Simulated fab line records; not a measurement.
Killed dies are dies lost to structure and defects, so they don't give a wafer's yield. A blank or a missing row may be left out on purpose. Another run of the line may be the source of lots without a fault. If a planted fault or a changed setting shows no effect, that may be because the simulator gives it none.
fab line records || flow rit-cmos
record: {"lots": 13, "wafers": 39, "last-day": 6}
route steps=202 shown NSD@134 M1@202
lots with no fault: from the same line, run without faults
start-h: the number of hours between the record's first day and the start of the first shown wafer of the lot || wait-h: how many hours have passed since the lot's step before this one || " identical to the entry in the row above || L1.1+2: a row that stands for several wafers || - either no value or no given start || * or withheld: withheld || < > ~ a bound
route shown NAME@n: a module of which the file shows steps, and the number in the route of the first || usual: average and standard deviation across the fault-free wafers || same: alike in all rows || chamber/n: place in a boat || sites: the reading at each site || _std_site: standard deviation of those values || _edge_site: outer sites' mean less inner sites' || radius-mm: how far each site lies from the wafer's centre || mask NAME#n: copy n || behind: the most recent tool/chamber to have shaped the wafer || hold: the reason the lot was held/the length of the hold in hours/how it ended || device: the transistor (n, p or np) that didn't switch || end of line: the route-end tests of the same wafers || a step without rows: its recipe alone || killed: count of dies lost to structure and defects at first sort (not the wafer's yield) || map: per-die view of a wafer (x killed, . not killed, _ where there is no die)
set.NAME: the setting that was run; set.NAME@STEP: the one run at that earlier step || model.NAME: the simulator's own value behind a step, which no gauge read
route steps across a sampled set of lots; one table per step, one row per wafer
services: when a tool's chamber went out of use (start-h, in hours from the record's first day, below 0 if earlier), for how many hours, and the reason
== steps ==
step: RIT_NSD_EXPOSE_03
recipe: {"mask-id": "M9", "na": 0.57, "target-cd-nm": 40700, "dose-mj": 250}
usual: {"exposure-dose-mJ-cm2": "250.02/0.24", "stage-vel-mm-s": "499.97/0.26"}
{"lot.wafer": "L564.1", "tool": "iline-stepper-02", "chamber": 0, "start-h": 52.40, "wait-h": 4.5, "mask": "M9#0", "exposure-dose-mJ-cm2": 249.74, "stage-vel-mm-s": 500.45}
{"lot.wafer": "L564.2", "tool": "iline-stepper-02", "chamber": 0, "start-h": 52.40, "wait-h": 4.5, "mask": "M9#0", "exposure-dose-mJ-cm2": 249.71, "stage-vel-mm-s": 500.12}
{"lot.wafer": "L564.5", "tool": "iline-stepper-02", "chamber": 0, "start-h": 52.40, "wait-h": 4.5, "mask": "M9#0", "exposure-dose-mJ-cm2": 249.71, "stage-vel-mm-s": 499.87}
{"lot.wafer": "L565.2", "tool": "iline-stepper-02", "chamber": 0, "start-h": 52.53, "wait-h": 0.4, "mask": "M9#0", "exposure-dose-mJ-cm2": 250.19, "stage-vel-mm-s": 499.80}
{"lot.wafer": "L565.3", "tool": "iline-stepper-02", "chamber": 0, "start-h": 52.53, "wait-h": 0.4, "mask": "M9#0", "exposure-dose-mJ-cm2": 250.13, "stage-vel-mm-s": 499.93}
{"lot.wafer": "L565.5", "tool": "iline-stepper-02", "chamber": 0, "start-h": 52.53, "wait-h": 0.4, "mask": "M9#0", "exposure-dose-mJ-cm2": 250.23, "stage-vel-mm-s": 499.65}
{"lot.wafer": "L566.1", "tool": "iline-stepper-02", "chamber": 0, "start-h": 56.61, "wait-h": 0.2, "mask": "M9#0", "exposure-dose-mJ-cm2": 250.24, "stage-vel-mm-s": 500.57}
{"lot.wafer": "L566.3", "tool": "iline-stepper-02", "chamber": 0, "start-h": 56.61, "wait-h": 0.2, "mask": "M9#0", "exposure-dose-mJ-cm2": 249.93, "stage-vel-mm-s": 499.88}
{"lot.wafer": "L566.5", "tool": "iline-stepper-02", "chamber": 0, "start-h": 56.61, "wait-h": 0.2, "mask": "M9#0", "exposure-dose-mJ-cm2": 250.03, "stage-vel-mm-s": 500.01}
{"lot.wafer": "L568.1", "tool": "iline-stepper-01", "chamber": 0, "start-h": 67.52, "wait-h": 0.1, "mask": "M9#0", "exposure-dose-mJ-cm2": 250.31, "stage-vel-mm-s": 499.71}
{"lot.wafer": "L568.3", "tool": "iline-stepper-01", "chamber": 0, "start-h": 67.52, "wait-h": 0.1, "mask": "M9#0", "exposure-dose-mJ-cm2": 250.08, "stage-vel-mm-s": 499.88}
{"lot.wafer": "L568.4", "tool": "iline-stepper-01", "chamber": 0, "start-h": 67.52, "wait-h": 0.1, "mask": "M9#0", "exposure-dose-mJ-cm2": 250.19, "stage-vel-mm-s": 499.75}
{"lot.wafer": "L569.1", "tool": "iline-stepper-01", "chamber": 0, "start-h": 72.01, "wait-h": 0.1, "mask": "M9#0", "exposure-dose-mJ-cm2": 249.94, "stage-vel-mm-s": 499.89}
{"lot.wafer": "L569.4", "tool": "iline-stepper-01", "chamber": 0, "start-h": 72.01, "wait-h": 0.1, "mask": "M9#0", "exposure-dose-mJ-cm2": 249.65, "stage-vel-mm-s": 499.34}
{"lot.wafer": "L569.6", "tool": "iline-stepper-01", "chamber": 0, "start-h": 72.01, "wait-h": 0.1, "mask": "M9#0", "exposure-dose-mJ-cm2": 249.62, "stage-vel-mm-s": 499.68}
{"lot.wafer": "L570.2", "tool": "iline-stepper-02", "chamber": 0, "start-h": 76.87, "wait-h": 0.3, "mask": "M9#0", "exposure-dose-mJ-cm2": 249.79, "stage-vel-mm-s": 500.44}
{"lot.wafer": "L570.4", "tool": "iline-stepper-02", "chamber": 0, "start-h": 76.87, "wait-h": 0.3, "mask": "M9#0", "exposure-dose-mJ-cm2": 249.97, "stage-vel-mm-s": 500.17}
{"lot.wafer": "L570.6", "tool": "iline-stepper-02", "chamber": 0, "start-h": 76.87, "wait-h": 0.3, "mask": "M9#0", "exposure-dose-mJ-cm2": 250.09, "stage-vel-mm-s": 500.08}
{"lot.wafer": "L571.1", "tool": "iline-stepper-01", "chamber": 0, "start-h": 80.68, "wait-h": 0.2, "mask": "M9#0", "exposure-dose-mJ-cm2": 249.64, "stage-vel-mm-s": 500.18}
{"lot.wafer": "L571.4", "tool": "iline-stepper-01", "chamber": 0, "start-h": 80.68, "wait-h": 0.2, "mask": "M9#0", "exposure-dose-mJ-cm2": 249.91, "stage-vel-mm-s": 499.96}
{"lot.wafer": "L571.6", "tool": "iline-stepper-01", "chamber": 0, "start-h": 80.68, "wait-h": 0.2, "mask": "M9#0", "exposure-dose-mJ-cm2": 249.80, "stage-vel-mm-s": 500.32}
{"lot.wafer": "L572.2", "tool": "iline-stepper-01", "chamber": 0, "start-h": 87.25, "wait-h": 0.1, "mask": "M9#0", "exposure-dose-mJ-cm2": 250.21, "stage-vel-mm-s": 500.16}
{"lot.wafer": "L572.5", "tool": "iline-stepper-01", "chamber": 0, "start-h": 87.25, "wait-h": 0.1, "mask": "M9#0", "exposure-dose-mJ-cm2": 250.38, "stage-vel-mm-s": 499.83}
{"lot.wafer": "L572.6", "tool": "iline-stepper-01", "chamber": 0, "start-h": 87.25, "wait-h": 0.1, "mask": "M9#0", "exposure-dose-mJ-cm2": 250.39, "stage-vel-mm-s": 500.02}
{"lot.wafer": "L574.1", "tool": "iline-stepper-02", "chamber": 0, "start-h": 97.94, "wait-h": 0.2, "mask": "M9#0", "exposure-dose-mJ-cm2": 249.93, "stage-vel-mm-s": 500.15}
{"lot.wafer": "L574.3", "tool": "iline-stepper-02", "chamber": 0, "start-h": 97.94, "wait-h": 0.2, "mask": "M9#0", "exposure-dose-mJ-cm2": 250.11, "stage-vel-mm-s": 500.42}
{"lot.wafer": "L574.5", "tool": "iline-stepper-02", "chamber": 0, "start-h": 97.94, "wait-h": 0.2, "mask": "M9#0", "exposure-dose-mJ-cm2": 249.74, "stage-vel-mm-s": 500.06}
{"lot.wafer": "L575.3", "tool": "iline-stepper-02", "chamber": 0, "start-h": 101.58, "wait-h": 0.1, "mask": "M9#0", "exposure-dose-mJ-cm2": 249.78, "stage-vel-mm-s": 500.01}
{"lot.wafer": "L575.5", "tool": "iline-stepper-02", "chamber": 0, "start-h": 101.58, "wait-h": 0.1, "mask": "M9#0", "exposure-dose-mJ-cm2": 249.76, "stage-vel-mm-s": 500.25}
{"lot.wafer": "L575.6", "tool": "iline-stepper-02", "chamber": 0, "start-h": 101.58, "wait-h": 0.1, "mask": "M9#0", "exposure-dose-mJ-cm2": 250.31, "stage-vel-mm-s": 500.37}
{"lot.wafer": "L577.2", "tool": "iline-stepper-01", "chamber": 0, "start-h": 112.54, "wait-h": 0.1, "mask": "M9#0", "exposure-dose-mJ-cm2": 250.04, "stage-vel-mm-s": 499.92}
{"lot.wafer": "L577.3", "tool": "iline-stepper-01", "chamber": 0, "start-h": 112.54, "wait-h": 0.1, "mask": "M9#0", "exposure-dose-mJ-cm2": 249.67, "stage-vel-mm-s": 499.95}
{"lot.wafer": "L577.5", "tool": "iline-stepper-01", "chamber": 0, "start-h": 112.54, "wait-h": 0.1, "mask": "M9#0", "exposure-dose-mJ-cm2": 249.75, "stage-vel-mm-s": 500.26}
{"lot.wafer": "L578.2", "tool": "iline-stepper-02", "chamber": 0, "start-h": 117.08, "wait-h": 0.2, "mask": "M10#0", "exposure-dose-mJ-cm2": 249.91, "stage-vel-mm-s": 499.89}
{"lot.wafer": "L578.3", "tool": "iline-stepper-02", "chamber": 0, "start-h": 117.08, "wait-h": 0.2, "mask": "M10#0", "exposure-dose-mJ-cm2": 250.11, "stage-vel-mm-s": 499.87}
{"lot.wafer": "L578.5", "tool": "iline-stepper-02", "chamber": 0, "start-h": 117.08, "wait-h": 0.2, "mask": "M10#0", "exposure-dose-mJ-cm2": 250.26, "stage-vel-mm-s": 499.79}
{"lot.wafer": "L580.2", "tool": "iline-stepper-02", "chamber": 0, "start-h": 126.44, "wait-h": 0.1, "mask": "M9#0", "exposure-dose-mJ-cm2": 249.92, "stage-vel-mm-s": 499.83}
{"lot.wafer": "L580.4", "tool": "iline-stepper-02", "chamber": 0, "start-h": 126.44, "wait-h": 0.1, "mask": "M9#0", "exposure-dose-mJ-cm2": 250.18, "stage-vel-mm-s": 500.13}
{"lot.wafer": "L580.6", "tool": "iline-stepper-02", "chamber": 0, "start-h": 126.44, "wait-h": 0.1, "mask": "M9#0", "exposure-dose-mJ-cm2": 250.09, "stage-vel-mm-s": 500.25}
step: RIT_NSD_OVL_MEAS_06
usual: {"NSD_OVL": "-1.2/1.2"}
{"lot.wafer": "L564.1", "tool": "overlay-02", "chamber": "-", "start-h": 52.80, "wait-h": "-", "NSD_OVL[nm]": -1.1}
{"lot.wafer": "L564.2", "tool": "overlay-02", "chamber": "-", "start-h": 52.80, "wait-h": "-", "NSD_OVL[nm]": -2.6}
{"lot.wafer": "L564.5", "tool": "overlay-02", "chamber": "-", "start-h": 52.80, "wait-h": "-", "NSD_OVL[nm]": -2.4}
{"lot.wafer": "L565.2", "tool": "overlay-01", "chamber": "-", "start-h": 52.92, "wait-h": "-", "NSD_OVL[nm]": 0.2}
{"lot.wafer": "L565.3", "tool": "overlay-01", "chamber": "-", "start-h": 52.92, "wait-h": "-", "NSD_OVL[nm]": -1.1}
{"lot.wafer": "L565.5", "tool": "overlay-01", "chamber": "-", "start-h": 52.92, "wait-h": "-", "NSD_OVL[nm]": -1.1}
{"lot.wafer": "L566.1", "tool": "overlay-02", "chamber": "-", "start-h": 57.24, "wait-h": "-", "NSD_OVL[nm]": -2.6}
{"lot.wafer": "L566.3", "tool": "overlay-02", "chamber": "-", "start-h": 57.24, "wait-h": "-", "NSD_OVL[nm]": -3.4}
{"lot.wafer": "L566.5", "tool": "overlay-02", "chamber": "-", "start-h": 57.24, "wait-h": "-", "NSD_OVL[nm]": -0.7}
{"lot.wafer": "L568.1", "tool": "overlay-02", "chamber": "-", "start-h": 67.92, "wait-h": "-", "NSD_OVL[nm]": -1.9}
{"lot.wafer": "L568.3", "tool": "overlay-02", "chamber": "-", "start-h": 67.92, "wait-h": "-", "NSD_OVL[nm]": -1.3}
{"lot.wafer": "L568.4", "tool": "overlay-02", "chamber": "-", "start-h": 67.92, "wait-h": "-", "NSD_OVL[nm]": -1.1}
{"lot.wafer": "L569.1", "tool": "overlay-01", "chamber": "-", "start-h": 72.41, "wait-h": "-", "NSD_OVL[nm]": -0.9}
{"lot.wafer": "L569.4", "tool": "overlay-01", "chamber": "-", "start-h": 72.41, "wait-h": "-", "NSD_OVL[nm]": -0.6}
{"lot.wafer": "L569.6", "tool": "overlay-01", "chamber": "-", "start-h": 72.41, "wait-h": "-", "NSD_OVL[nm]": -2.0}
{"lot.wafer": "L570.2", "tool": "overlay-02", "chamber": "-", "start-h": 77.25, "wait-h": "-", "NSD_OVL[nm]": -2.6}
{"lot.wafer": "L570.4", "tool": "overlay-02", "chamber": "-", "start-h": 77.25, "wait-h": "-", "NSD_OVL[nm]": -1.3}
{"lot.wafer": "L570.6", "tool": "overlay-02", "chamber": "-", "start-h": 77.25, "wait-h": "-", "NSD_OVL[nm]": -2.1}
{"lot.wafer": "L571.1", "tool": "overlay-02", "chamber": "-", "start-h": 81.08, "wait-h": "-", "NSD_OVL[nm]": -0.6}
{"lot.wafer": "L571.4", "tool": "overlay-02", "chamber": "-", "start-h": 81.08, "wait-h": "-", "NSD_OVL[nm]": -1.1}
{"lot.wafer": "L571.6", "tool": "overlay-02", "chamber": "-", "start-h": 81.08, "wait-h": "-", "NSD_OVL[nm]": 0.2}
{"lot.wafer": "L572.2", "tool": "overlay-02", "chamber": "-", "start-h": 87.63, "wait-h": "-", "NSD_OVL[nm]": -0.8}
{"lot.wafer": "L572.5", "tool": "overlay-02", "chamber": "-", "start-h": 87.63, "wait-h": "-", "NSD_OVL[nm]": 0.5}
{"lot.wafer": "L572.6", "tool": "overlay-02", "chamber": "-", "start-h": 87.63, "wait-h": "-", "NSD_OVL[nm]": 0.0}
{"lot.wafer": "L574.1", "tool": "overlay-02", "chamber": "-", "start-h": 98.34, "wait-h": "-", "NSD_OVL[nm]": -2.6}
{"lot.wafer": "L574.3", "tool": "overlay-02", "chamber": "-", "start-h": 98.34, "wait-h": "-", "NSD_OVL[nm]": -2.1}
{"lot.wafer": "L574.5", "tool": "overlay-02", "chamber": "-", "start-h": 98.34, "wait-h": "-", "NSD_OVL[nm]": -3.3}
{"lot.wafer": "L575.3", "tool": "overlay-01", "chamber": "-", "start-h": 101.95, "wait-h": "-", "NSD_OVL[nm]": -0.9}
{"lot.wafer": "L575.5", "tool": "overlay-01", "chamber": "-", "start-h": 101.95, "wait-h": "-", "NSD_OVL[nm]": -0.9}
{"lot.wafer": "L575.6", "tool": "overlay-01", "chamber": "-", "start-h": 101.95, "wait-h": "-", "NSD_OVL[nm]": -1.6}
{"lot.wafer": "L577.2", "tool": "overlay-02", "chamber": "-", "start-h": 112.92, "wait-h": "-", "NSD_OVL[nm]": -0.5}
{"lot.wafer": "L577.3", "tool": "overlay-02", "chamber": "-", "start-h": 112.92, "wait-h": "-", "NSD_OVL[nm]": -4.3}
{"lot.wafer": "L577.5", "tool": "overlay-02", "chamber": "-", "start-h": 112.92, "wait-h": "-", "NSD_OVL[nm]": -3.8}
{"lot.wafer": "L578.2", "tool": "overlay-02", "chamber": "-", "start-h": 117.47, "wait-h": "-", "NSD_OVL[nm]": "-"}
{"lot.wafer": "L578.3", "tool": "overlay-02", "chamber": "-", "start-h": 117.47, "wait-h": "-", "NSD_OVL[nm]": "-"}
{"lot.wafer": "L578.5", "tool": "overlay-02", "chamber": "-", "start-h": 117.47, "wait-h": "-", "NSD_OVL[nm]": "-"}
{"lot.wafer": "L580.2", "tool": "overlay-01", "chamber": "-", "start-h": 126.83, "wait-h": "-", "NSD_OVL[nm]": -1.2}
{"lot.wafer": "L580.4", "tool": "overlay-01", "chamber": "-", "start-h": 126.83, "wait-h": "-", "NSD_OVL[nm]": -3.1}
{"lot.wafer": "L580.6", "tool": "overlay-01", "chamber": "-", "start-h": 126.83, "wait-h": "-", "NSD_OVL[nm]": -2.4}
step: RIT_NSD_TW_MEAS_10
usual: {"NSD_TW": "3118/17"}
{"lot.wafer": "L564.1", "tool": "film-metro-04", "chamber": "-", "start-h": 53.31, "wait-h": 0.1, "hold": "-", "NSD_TW": 3136}
{"lot.wafer": "L564.2", "tool": "film-metro-04", "chamber": "-", "start-h": 53.31, "wait-h": 0.1, "hold": "-", "NSD_TW": 3125}
{"lot.wafer": "L564.5", "tool": "film-metro-04", "chamber": "-", "start-h": 53.31, "wait-h": 0.1, "hold": "-", "NSD_TW": 3125}
{"lot.wafer": "L565.2", "tool": "film-metro-03", "chamber": "-", "start-h": 53.44, "wait-h": 0.1, "hold": "-", "NSD_TW": 3118}
{"lot.wafer": "L565.3", "tool": "film-metro-03", "chamber": "-", "start-h": 53.44, "wait-h": 0.1, "hold": "-", "NSD_TW": 3107}
{"lot.wafer": "L565.5", "tool": "film-metro-03", "chamber": "-", "start-h": 53.44, "wait-h": 0.1, "hold": "-", "NSD_TW": 3110}
{"lot.wafer": "L566.1", "tool": "film-metro-04", "chamber": "-", "start-h": 57.75, "wait-h": 0.1, "hold": "-", "NSD_TW": 3135}
{"lot.wafer": "L566.3", "tool": "film-metro-04", "chamber": "-", "start-h": 57.75, "wait-h": 0.1, "hold": "-", "NSD_TW": 3149}
{"lot.wafer": "L566.5", "tool": "film-metro-04", "chamber": "-", "start-h": 57.75, "wait-h": 0.1, "hold": "-", "NSD_TW": 3152}
{"lot.wafer": "L568.1", "tool": "film-metro-03", "chamber": "-", "start-h": 68.43, "wait-h": 0.1, "hold": "-", "NSD_TW": 3099}
{"lot.wafer": "L568.3", "tool": "film-metro-03", "chamber": "-", "start-h": 68.43, "wait-h": 0.1, "hold": "-", "NSD_TW": 3099}
{"lot.wafer": "L568.4", "tool": "film-metro-03", "chamber": "-", "start-h": 68.43, "wait-h": 0.1, "hold": "-", "NSD_TW": 3113}
{"lot.wafer": "L569.1", "tool": "film-metro-04", "chamber": "-", "start-h": 72.93, "wait-h": 0.1, "hold": "-", "NSD_TW": 3128}
{"lot.wafer": "L569.4", "tool": "film-metro-04", "chamber": "-", "start-h": 72.93, "wait-h": 0.1, "hold": "-", "NSD_TW": 3123}
{"lot.wafer": "L569.6", "tool": "film-metro-04", "chamber": "-", "start-h": 72.93, "wait-h": 0.1, "hold": "-", "NSD_TW": 3131}
{"lot.wafer": "L570.2", "tool": "film-metro-04", "chamber": "-", "start-h": 77.77, "wait-h": 0.1, "hold": "-", "NSD_TW": 3120}
{"lot.wafer": "L570.4", "tool": "film-metro-04", "chamber": "-", "start-h": 77.77, "wait-h": 0.1, "hold": "-", "NSD_TW": 3125}
{"lot.wafer": "L570.6", "tool": "film-metro-04", "chamber": "-", "start-h": 77.77, "wait-h": 0.1, "hold": "-", "NSD_TW": 3113}
{"lot.wafer": "L571.1", "tool": "film-metro-01", "chamber": "-", "start-h": 81.59, "wait-h": 0.1, "hold": "-", "NSD_TW": 3128}
{"lot.wafer": "L571.4", "tool": "film-metro-01", "chamber": "-", "start-h": 81.59, "wait-h": 0.1, "hold": "-", "NSD_TW": 3134}
{"lot.wafer": "L571.6", "tool": "film-metro-01", "chamber": "-", "start-h": 81.59, "wait-h": 0.1, "hold": "-", "NSD_TW": 3126}
{"lot.wafer": "L572.2", "tool": "film-metro-04", "chamber": "-", "start-h": 88.15, "wait-h": 0.1, "hold": "-", "NSD_TW": 3119}
{"lot.wafer": "L572.5", "tool": "film-metro-04", "chamber": "-", "start-h": 88.15, "wait-h": 0.1, "hold": "-", "NSD_TW": 3134}
{"lot.wafer": "L572.6", "tool": "film-metro-04", "chamber": "-", "start-h": 88.15, "wait-h": 0.1, "hold": "-", "NSD_TW": 3129}
{"lot.wafer": "L574.1", "tool": "film-metro-03", "chamber": "-", "start-h": 98.85, "wait-h": 0.1, "hold": "-", "NSD_TW": 3099}
{"lot.wafer": "L574.3", "tool": "film-metro-03", "chamber": "-", "start-h": 98.85, "wait-h": 0.1, "hold": "-", "NSD_TW": 3092}
{"lot.wafer": "L574.5", "tool": "film-metro-03", "chamber": "-", "start-h": 98.85, "wait-h": 0.1, "hold": "-", "NSD_TW": 3102}
{"lot.wafer": "L575.3", "tool": "film-metro-04", "chamber": "-", "start-h": 102.47, "wait-h": 0.1, "hold": "-", "NSD_TW": 3127}
{"lot.wafer": "L575.5", "tool": "film-metro-04", "chamber": "-", "start-h": 102.47, "wait-h": 0.1, "hold": "-", "NSD_TW": 3134}
{"lot.wafer": "L575.6", "tool": "film-metro-04", "chamber": "-", "start-h": 102.47, "wait-h": 0.1, "hold": "-", "NSD_TW": 3125}
{"lot.wafer": "L577.2", "tool": "film-metro-04", "chamber": "-", "start-h": 113.44, "wait-h": 0.1, "hold": "-", "NSD_TW": 3137}
{"lot.wafer": "L577.3", "tool": "film-metro-04", "chamber": "-", "start-h": 113.44, "wait-h": 0.1, "hold": "-", "NSD_TW": 3136}
{"lot.wafer": "L577.5", "tool": "film-metro-04", "chamber": "-", "start-h": 113.44, "wait-h": 0.1, "hold": "-", "NSD_TW": 3139}
{"lot.wafer": "L578.2", "tool": "film-metro-01", "chamber": "-", "start-h": 117.99, "wait-h": 0.1, "hold": "await-dispo/0.2h/release", "NSD_TW": 30}
{"lot.wafer": "L578.3", "tool": "film-metro-01", "chamber": "-", "start-h": 117.99, "wait-h": 0.1, "hold": "await-dispo/0.2h/release", "NSD_TW": 30}
{"lot.wafer": "L578.5", "tool": "film-metro-01", "chamber": "-", "start-h": 117.99, "wait-h": 0.1, "hold": "await-dispo/0.2h/release", "NSD_TW": 30}
{"lot.wafer": "L578.2", "tool": "film-metro-01", "chamber": "-", "start-h": 118.21, "wait-h": 0.2, "hold": "-", "NSD_TW": 30}
{"lot.wafer": "L578.3", "tool": "film-metro-01", "chamber": "-", "start-h": 118.21, "wait-h": 0.2, "hold": "-", "NSD_TW": 30}
{"lot.wafer": "L578.5", "tool": "film-metro-01", "chamber": "-", "start-h": 118.21, "wait-h": 0.2, "hold": "-", "NSD_TW": 30}
{"lot.wafer": "L580.2", "tool": "film-metro-04", "chamber": "-", "start-h": 127.35, "wait-h": 0.1, "hold": "-", "NSD_TW": 3129}
{"lot.wafer": "L580.4", "tool": "film-metro-04", "chamber": "-", "start-h": 127.35, "wait-h": 0.1, "hold": "-", "NSD_TW": 3142}
{"lot.wafer": "L580.6", "tool": "film-metro-04", "chamber": "-", "start-h": 127.35, "wait-h": 0.1, "hold": "-", "NSD_TW": 3142}
step: RIT_M1_PROBE_99
usual: {"defect-limited-yield": "97.5/1.2", "killed-at-contacts": "0.1/0.31", "killed-at-front-end": "7/3.1", "killed-dies": "7/3.1", "killed-open": "3.3/1.9", "killed-short": "3.3/2", "sort_bin_3_pad_short": "0.1/0.21", "sort_bin_5_function": "1.5/0.88", "sort_bin_6_memory": "0.9/0.64", "sort-n-pass": "257/3.1", "sort-yield-pct": "97.5/1.2"}
same: {"gross-dies": 264, "killed_at_M0_to_M3": 0, "killed_at_M4_up": 0, "killed-at-back-side": 0, "killed-at-other": 0}
{"lot.wafer": "L577.2", "tool": "prober-01", "chamber": "-", "start-h": 122.82, "wait-h": 0.1, "defect-limited-yield[%]": 97.7, "killed-at-contacts": 0, "killed-at-front-end": 6, "killed-dies": 6, "killed-open": 2, "killed-short": 4, "sort_bin_3_pad_short[%]": 0.4, "sort_bin_5_function[%]": 1.5, "sort_bin_6_memory[%]": 0.4, "sort-n-pass": 258, "sort-yield-pct[%]": 97.7}
{"lot.wafer": "L577.3", "tool": "prober-01", "chamber": "-", "start-h": 122.87, "wait-h": 0.2, "defect-limited-yield[%]": 97.3, "killed-at-contacts": 0, "killed-at-front-end": 7, "killed-dies": 7, "killed-open": 4, "killed-short": 3, "sort_bin_3_pad_short[%]": 0, "sort_bin_5_function[%]": 2.3, "sort_bin_6_memory[%]": 0.4, "sort-n-pass": 257, "sort-yield-pct[%]": 97.3}
{"lot.wafer": "L577.5", "tool": "prober-01", "chamber": "-", "start-h": 122.97, "wait-h": 0.2, "defect-limited-yield[%]": 95.8, "killed-at-contacts": 0, "killed-at-front-end": 11, "killed-dies": 11, "killed-open": 5, "killed-short": 6, "sort_bin_3_pad_short[%]": 0.4, "sort_bin_5_function[%]": 3.4, "sort_bin_6_memory[%]": 0.4, "sort-n-pass": 253, "sort-yield-pct[%]": 95.8}
killed by level:class
L577.2 GATE:geometric-particle:short=3 FOX1:geometric-particle:short=1 GATE:geometric-particle:open=1 SPACER:geometric-particle:open=1
L577.3 SILICIDE:geometric-particle:short=2 FOX2:geometric-particle:open=1 GATE:geometric-particle:open=1 GATE:geometric-particle:short=1 REOX:geometric-particle:open=1 SILICIDE:geometric-particle:open=1
L577.5 GATE:geometric-particle:open=3 SILICIDE:geometric-particle:short=2 FOX1:geometric-particle:short=1 GATE:geometric-particle:short=1 REOX:geometric-particle:open=1 REOX:geometric-particle:short=1 SPACER:geometric-particle:short=1 SPACER:geometric-particle:open=1
== services ==
{"tool": "iline-stepper-01", "chamber": 0, "start-h": 42.21, "hours": "-", "kind": "calibration"}
{"tool": "iline-stepper-01", "chamber": "-", "start-h": 45.80, "hours": 2.1, "kind": "pm"}
{"tool": "iline-stepper-01", "chamber": "-", "start-h": 47.88, "hours": "-", "kind": "consumable-replace:lamp"}
{"tool": "iline-stepper-01", "chamber": "-", "start-h": 48.14, "hours": 11.8, "kind": "repair"}
{"tool": "iline-stepper-02", "chamber": "-", "start-h": 110.06, "hours": 4.4, "kind": "repair"}
{"tool": "iline-stepper-01", "chamber": "-", "start-h": 123.65, "hours": 1.7, "kind": "pm"}
{"tool": "iline-stepper-01", "chamber": "-", "start-h": 126.06, "hours": 9.4, "kind": "repair"}
== key ==
first-sign: {"step": "RIT_NSD_EXPOSE_03", "reading": "mask", "direction": "changed"}
effect: {"step": "RIT_NSD_OVL_MEAS_06", "reading": "NSD_OVL", "direction": "missing"}
effect: {"step": "RIT_NSD_TW_MEAS_10", "reading": "visit", "direction": "added"}
effect: {"step": "RIT_NSD_TW_MEAS_10", "reading": "NSD_TW", "direction": "down", "sigmas": "99+", "usual": 3118, "struck": 30}
met-at RIT_NSD_EXPOSE_03
struck-lots L578
scrapped-behind RIT_NSD_TW_MEAS_10 L578.2,L578.3,L578.5
onset-between 101.58 117.08
fault: {"kind": "wrong-mask", "tool": "any", "chamber": "-", "onset-h": 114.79, "steps": "RIT_NSD_EXPOSE_03", "aux-copy": "M10#0", "scope": "struck-lots-only"}
